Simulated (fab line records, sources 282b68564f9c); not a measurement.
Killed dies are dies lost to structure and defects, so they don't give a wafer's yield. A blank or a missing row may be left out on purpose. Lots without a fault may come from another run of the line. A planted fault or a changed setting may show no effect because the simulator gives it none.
A struck lot beside a sound one | flow rit_cmos | 15 steps out of a route of 202
Sound: wafers L111.1, L111.5, L111.6. Struck: wafers L117.3, L117.4, L117.5. The cause comes at the end.
At each step with rows: each side's tool, then ch and its chambers, then its first start. Under that, the readings that differ: sound wafers | struck wafers | difference of the means | sigmas: that difference in standard deviations of wafers without a fault.
alike: readings whose means differ by less than 2 such deviations, and words and numbers that are the same on both sides. not compared: withheld readings, readings that some wafer has no value for, bounds like >300 that may hide the same value, and numbers for which the record gives no deviation and whose values overlap.
The two part at a step that has a row with sigmas, a row that says differs or no value, or rows on one side only. Numbers that don't overlap but have no deviation are shown without sigmas and don't part them. A reading that every wafer of one side lacks parts them only if that side has two wafers or more.

first, 4 steps without rows for these wafers: RIT_PLDD_SOFTBAKE_02 (time 60 s); RIT_PLDD_EXPOSE_03 (exposes mask M8, target cd 40900 nm); RIT_PLDD_PEB_04; RIT_PLDD_DEVELOP_05 (develop time 50 s).
RIT_PLDD_OVL_MEAS_06:
  sound on overlay-02, day 3 04:23; struck on overlay-01, day 4 21:37
  alike: PLDD_OVL
then, 2 steps without rows for these wafers: RIT_PLDD_HARDBAKE_07 (time 60 s); RIT_PLDD_IMPLANT_08.
RIT_PLDD_STRIP_09: strips in O2, time 180 s.
  sound on plasma_asher-02 ch 0,1, day 3 04:44; struck on plasma_asher-01 ch 0,1, day 4 22:00
  reading                     | sound       | struck      | difference | sigmas
  drypump_motor_current_A (A) | 5.4 5.4 5.4 | 6.2 6.2 6.2 | +0.8       | +2
  alike: o2_flow_sccm
  not compared: rf_hours_counter_h
RIT_PLDD_TW_MEAS_10:
  sound on film_metro-01, day 3 04:54; struck on film_metro-02, day 4 22:08
  alike: PLDD_TW
then, 3 steps without rows for these wafers: RIT_SPACER_CLEAN_00 (cleans in SC1, time 600 s); RIT_SPACER_CLEAN_01 (cleans in dHF, time 30 s); RIT_SPACER_CLEAN_02 (cleans in SC2, time 600 s).
RIT_SPACER_CVD_03: deposits Si3N4 from SiH2Cl2/NH3, target thk 250 nm, time 3300 s.
  sound on lpcvd-01 ch 1, day 3 05:21; struck on lpcvd-02 ch 0, day 4 22:32
  reading                                  | sound             | struck          | difference | sigmas
  model.Si3N4_of_SPACER_CVD_03.thk_nm (nm) | 251.4 249.7 251.3 | 434.2 433.2 434 | +183.0     |
RIT_SPACER_THK_MEAS_04:
  sound on film_metro-04, day 3 07:16; struck on film_metro-02, day 5 00:43
  reading                 | sound             | struck            | difference | sigmas
  SPACER_NITRIDE_THK (nm) | 251.5 249.6 251.4 | 434.2 433.4 433.9 | +183.0     | +76
  not compared: hold
RIT_M1_PROBE_99:
  the record has rows for the sound wafers here (prober-02, day 3 18:36) and none for the struck ones

WHERE THEY PART
First at RIT_PLDD_STRIP_09; last, within this record, at RIT_M1_PROBE_99.

WHY: what the simulator had put in
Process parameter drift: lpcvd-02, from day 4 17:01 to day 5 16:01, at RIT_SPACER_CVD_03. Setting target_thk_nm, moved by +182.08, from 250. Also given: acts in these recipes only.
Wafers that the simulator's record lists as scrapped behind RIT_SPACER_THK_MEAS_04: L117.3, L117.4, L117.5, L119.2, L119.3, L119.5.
